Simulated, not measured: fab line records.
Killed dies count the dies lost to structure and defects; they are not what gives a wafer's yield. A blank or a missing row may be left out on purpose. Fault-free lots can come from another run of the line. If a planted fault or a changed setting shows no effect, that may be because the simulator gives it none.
Split-lot experiment	flow berkeleyCmos170	23 wafers read from 5 lots, route of 331 steps

ABOUT THE SPLIT
At UCB170_WELLDRIVE_OXIDATION_01 (target thk 199 nm, ox time 9000 s), the setting oxTimeS was moved away from the recipe's 9000 s on 20 of the 23 wafers read, by -14.7% to -4.3%. For the rest of the wafers, this setting stayed at what the recipe calls for.

Reading taken at the split's own step.

THE READING
SiO2_of_WELLDRIVE_OXIDATION_01.thkNm (the simulator's own value, which no gauge read), in nm, at UCB170_WELLDRIVE_OXIDATION_01 (target thk 199 nm, ox time 9000 s). The file does not state a usual value for it. Average 198.1 nm, standard deviation 0.99 nm, over the 3 wafers here run with the recipe.

wafer	tool, chamber at the split	oxTimeS as run, s	against the recipe	SiO2_of_WELLDRIVE_OXIDATION_01.thkNm, nm	against lot-mates on the recipe
L074.1	-, -	8548	-5.0%	195.9	no lot-mate on the recipe
L074.2	-, -	8548	-5.0%	197.6	no lot-mate on the recipe
L074.3	-, -	8548	-5.0%	193.4	no lot-mate on the recipe
L074.4	-, -	8548	-5.0%	195.6	no lot-mate on the recipe
L074.5	-, -	8548	-5.0%	194.8	no lot-mate on the recipe
L076.1	furnace-02, 0	9000	recipe	196.7	-
L076.2	furnace-02, 0	9000	recipe	198.8	-
L076.6	furnace-02, 0	9000	recipe	198.8	-
L080.1	-, -	8616	-4.3%	191	no lot-mate on the recipe
L080.2	-, -	8616	-4.3%	188.9	no lot-mate on the recipe
L080.4	-, -	8616	-4.3%	194.1	no lot-mate on the recipe
L080.5	-, -	8616	-4.3%	189	no lot-mate on the recipe
L080.6	-, -	8616	-4.3%	192.6	no lot-mate on the recipe
L082.2	-, -	7675	-14.7%	185.9	no lot-mate on the recipe
L082.3	-, -	7675	-14.7%	186.5	no lot-mate on the recipe
L082.4	-, -	7675	-14.7%	184.2	no lot-mate on the recipe
L082.5	-, -	7675	-14.7%	184	no lot-mate on the recipe
L082.6	-, -	7675	-14.7%	186.1	no lot-mate on the recipe
L085.1	-, -	8519	-5.3%	195.2	no lot-mate on the recipe
L085.2	-, -	8519	-5.3%	191.7	no lot-mate on the recipe
L085.4	-, -	8519	-5.3%	192.4	no lot-mate on the recipe
L085.5	-, -	8519	-5.3%	193.7	no lot-mate on the recipe
L085.6	-, -	8519	-5.3%	192.7	no lot-mate on the recipe

THE FIT
A straight line over all 23 wafers: SiO2_of_WELLDRIVE_OXIDATION_01.thkNm changes by +0.818 nm for each +1% of oxTimeS; r = +0.87; the points scatter about the line by 2.3 nm.
Too few moved wafers with a lot-mate on the recipe to fit a line net of each lot's own level.

THE FILE'S OWN FIT
SiO2_of_WELLDRIVE_OXIDATION_01.thkNm changes by +0.818 nm for each +1% of oxTimeS, r = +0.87.
